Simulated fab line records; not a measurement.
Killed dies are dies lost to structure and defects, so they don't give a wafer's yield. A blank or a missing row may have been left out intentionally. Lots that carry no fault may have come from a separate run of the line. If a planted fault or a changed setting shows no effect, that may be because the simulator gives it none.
Which tool did it?	flow berkeleyCmos170	42 wafers from 14 lots sampled at 4 of the route's 331 steps

## WHAT THE GAUGES SHOWED, per wafer
UCB170_PLDD_OVL_MEAS_07. Usual: PLDD_OVL 2 nm, standard deviation 6.7.
lot	measured	on	PLDD_OVL (nm)	flag
L998	day 7 09:02	overlay-02	1 -4 -3	
L100	day 7 09:19	overlay-01	-4 -2 -10	
L999	day 7 09:56	overlay-01	3 -2 3	
L997	day 7 10:29	overlay-01	6 8 5	
L104	day 7 23:09	overlay-01	5 5 3	
L103	day 7 23:34	overlay-02	17 16 19	
L101	day 8 04:13	overlay-02	-7 -1 -6	
L105	day 8 08:52	overlay-01	1 2 8	
L106	day 9 01:31	overlay-01	-2 -9 -9	
L108	day 9 16:45	overlay-01	-9 -6 -2	
L114	day 10 10:33	overlay-02	11 8 16	
L116	day 10 20:25	overlay-02	6 8 3	
L117	day 11 07:56	overlay-01	-10 -10 -8	
L118	day 11 10:52	overlay-01	3 -5 -6	

UCB170_SILICIDE_RS_MEAS_02: a four-point-probe measurement. Usual: SILICIDE_TI_RS 26.1 ohm/sq, standard deviation 0.47.
lot	measured	on	SILICIDE_TI_RS (ohm/sq)	flag
L998	day 8 05:24	filmMetro-01	26.6 26.8 27.1	
L100	day 8 05:17	filmMetro-04	25.4 25.4 25.9	
L999	day 8 05:32	filmMetro-04	25.9 26.1 26.3	
L997	day 8 05:44	filmMetro-01	25.7 25.4 25.6	
L104	day 8 16:59	filmMetro-04	25.7 26.1 26.3	
L103	day 8 14:32	filmMetro-01	26.8 26.4 26.7	
L101	day 8 18:41	filmMetro-02	26.5 26.5 26.5	
L105	day 8 22:06	filmMetro-01	25.9 26.5 26.0	
L106	day 9 16:38	filmMetro-04	25.8 25.7 25.9	
L108	day 10 06:33	filmMetro-02	25.7 26.0 26.1	
L114	day 10 22:19	filmMetro-04	25.0 25.8 25.0	
L116	day 11 10:26	filmMetro-01	17.0 16.8 17.0	OFF
L117	day 11 21:24	filmMetro-02	17.2 17.2 17.0	OFF
L118	day 12 00:10	filmMetro-01	25.5 25.2 25.6	

UCB170_SILICIDE_THK_MEAS_03: measures by xrf. Usual: SILICIDE_TI_THK 30.3 nm, standard deviation 0.49.
lot	measured	on	SILICIDE_TI_THK (nm)	flag
L998	day 8 05:31	filmMetro-01	29.9 29.8 29.5	
L100	day 8 05:25	filmMetro-04	31.0 31.2 30.7	
L999	day 8 05:39	filmMetro-04	30.7 30.5 30.4	
L997	day 8 05:52	filmMetro-01	30.6 30.8 30.7	
L104	day 8 17:06	filmMetro-04	30.8 30.4 30.0	
L103	day 8 14:39	filmMetro-01	29.5 29.9 29.6	
L101	day 8 18:47	filmMetro-02	30.0 30.1 30.1	
L105	day 8 22:13	filmMetro-01	30.2 29.8 30.2	
L106	day 9 16:45	filmMetro-04	30.8 30.7 30.5	
L108	day 10 06:38	filmMetro-02	30.9 30.4 30.4	
L114	day 10 22:26	filmMetro-04	31.3 30.4 31.3	
L116	day 11 10:33	filmMetro-01	43.8 44.3 43.9	OFF
L117	day 11 21:31	filmMetro-02	43.3 43.4 43.7	OFF
L118	day 12 00:17	filmMetro-01	31.0 31.3 30.8	

## EACH LOT AND THE TOOL THAT RAN IT (in order: tool; ch and the chambers of the sampled wafers; start)
lot	UCB170_SILICIDE_SPUTTER_01
L998	pvdSputter-04, day 8 05:14
L100	pvdSputter-03, day 8 05:14
L999	pvdSputter-01, day 8 05:22
L997	pvdSputter-03, day 8 05:43
L104	pvdSputter-01, day 8 16:57
L103	pvdSputter-04, day 8 14:29
L101	pvdSputter-04, day 8 18:38
L105	pvdSputter-01, day 8 22:04
L106	pvdSputter-01, day 9 16:36
L108	pvdSputter-04, day 10 06:28
L114	pvdSputter-03, day 10 22:17
L116	pvdSputter-04, day 11 10:24
L117	pvdSputter-04, day 11 21:21
L118	pvdSputter-01, day 12 00:08
- UCB170_SILICIDE_SPUTTER_01: material Ti, target thk 30 nm, time 25 s.

## WHAT THE TOOLS THEMSELVES READ (means of the sampled wafers that have a number; where no wafer has one, the mark that the record gives instead)
UCB170_SILICIDE_SPUTTER_01. Usual: throttleValvePct 30.0 %, standard deviation 0.89.
lot	tool	throttleValvePct (%)	flag
L998	pvdSputter-04	30.2	
L100	pvdSputter-03	29.9	
L999	pvdSputter-01	30.1	
L997	pvdSputter-03	29.5	
L104	pvdSputter-01	29.9	
L103	pvdSputter-04	30.9	
L101	pvdSputter-04	30.1	
L105	pvdSputter-01	29.8	
L106	pvdSputter-01	29.9	
L108	pvdSputter-04	31.3	
L114	pvdSputter-03	30.2	
L116	pvdSputter-04	30.5	
L117	pvdSputter-04	31.0	
L118	pvdSputter-01	29.3	

## THE ANSWER, worked out from the rows above alone
Rule: a lot is off if the mean of its wafers that have a number lies more than 3 standard deviations from the usual mean. A lot without any number at a reading at which 4 lots or more have one is off too. The other lots that the step has rows for count as sound. Order of review: gauges by route order, followed by the tools' own readings, for which a lot's mean as printed above is used. The first step at which some lot is off is used, and at that step the reading that is off furthest; a lot without a number counts as furthest.
Off: L116, L117, seen at UCB170_SILICIDE_RS_MEAS_02 (SILICIDE_TI_RS).
A tool fits if, at a process step before that reading, it ran every lot that is off, and no sound lot after the first of them. Gauges at UCB170_SILICIDE_RS_MEAS_02: tried the same way as those tools. One candidate fits, namely pvdSputter-04 at UCB170_SILICIDE_SPUTTER_01. A fault onset in the window from L108 (day 10 06:28, its last sound lot) to L116 (day 11 10:24, its first lot off) fits.

## WHAT HAD BEEN PUT IN BY THE SIMULATOR
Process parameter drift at UCB170_SILICIDE_SPUTTER_01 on pvdSputter-04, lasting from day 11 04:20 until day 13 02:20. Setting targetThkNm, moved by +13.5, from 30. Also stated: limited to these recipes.
Shown lots that were struck: L116, L117. The same result came from the rule above.
